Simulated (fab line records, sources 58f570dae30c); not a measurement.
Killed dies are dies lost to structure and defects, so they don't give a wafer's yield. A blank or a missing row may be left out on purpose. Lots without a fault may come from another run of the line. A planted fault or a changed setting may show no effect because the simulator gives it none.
Problem report in the 8D (eight disciplines) form, filled by code | flow berkeley_cmos170 | the parts of the form that need people (team, actions taken, sign-off) are left out

1. THE PROBLEM
heater_power_total_W at UCB170_M3_SOFTBAKE_11 reads a mean of 55.88 W on 6 wafers of 2 lots; wafers without a fault read 56.80 W with a standard deviation of 0.051. That is -18 standard deviations from the usual mean.
The step: time 60 s.
First seen on wafer L558.1, day 9 06:00, on litho_track-01. The record holds 42 wafers of 14 lots with a number at this step. Rule for "out", or "out of limits": more than 4 standard deviations from the usual mean. The other wafers with a number count as sound.

2. WHAT IT IS AND WHAT IT IS NOT
question                    | is                                 | is not
which readings at this step | heater_power_total_W, plate_temp_C | -
which lots                  | L558, L559                         | L554, L555, L556, L557, L560, L568, L569, L570, L571, L573, L574, L575
which wafers of those lots  | all that have a number             | -
read on which tools         | litho_track-01                     | litho_track-02, litho_track-03
when                        | from day 9 06:00                   | up to then (15 sound wafers); but 21 sound wafers of L568, L569, L570, L571, L573, L574, L575 came after

3. SUSPECTS, AND WHAT RULES EACH OUT
Counting: a tool at a process step up to the reading stays a suspect if it ran every lot that is out and no sound lot after the first of them.
- litho_track-01 at UCB170_M3_SOFTBAKE_11 (time 60 s): ruled out as a lasting fault. Sound lots L574 ran on it after its first lot that is out, L558 (day 9 06:00).
Left after counting: nothing in the record.

4. THE CAUSE (what the simulator had put in)
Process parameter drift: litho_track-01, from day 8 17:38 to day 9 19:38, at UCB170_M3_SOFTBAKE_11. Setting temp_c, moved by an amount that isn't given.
Counting ruled it out, wrongly.

5. THE CHAIN OF EFFECTS, in route order
Each row: a reading whose mean over the struck wafers that have a number lies more than 3 standard deviations from the usual. Only readings for which the record gives a usual standard deviation are gone through. hours: the time from each lot's start at the first step in this table that gives one to its start at this step, as a median over the lots. sigmas: the change in usual standard deviations.
hours | step                  | reading              | usual    | on struck wafers | change | sigmas
0     | UCB170_M3_SOFTBAKE_11 | heater_power_total_W | 56.80 W  | 55.88            | -0.91  | -18
0     | UCB170_M3_SOFTBAKE_11 | plate_temp_C         | 130.04 C | 128.42           | -1.62  | -14
The process steps in it:
- UCB170_M3_SOFTBAKE_11: time 60 s.
Later measuring or inspecting steps at which every struck wafer that the step has a row for has a number for every such reading, and none has moved that far: UCB170_M3_BOW_MEAS_20.

6. WHAT WOULD HAVE CAUGHT IT SOONER
In this record the first reading out of limits was taken at day 9 06:00, 12 hours after the fault began at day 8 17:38.
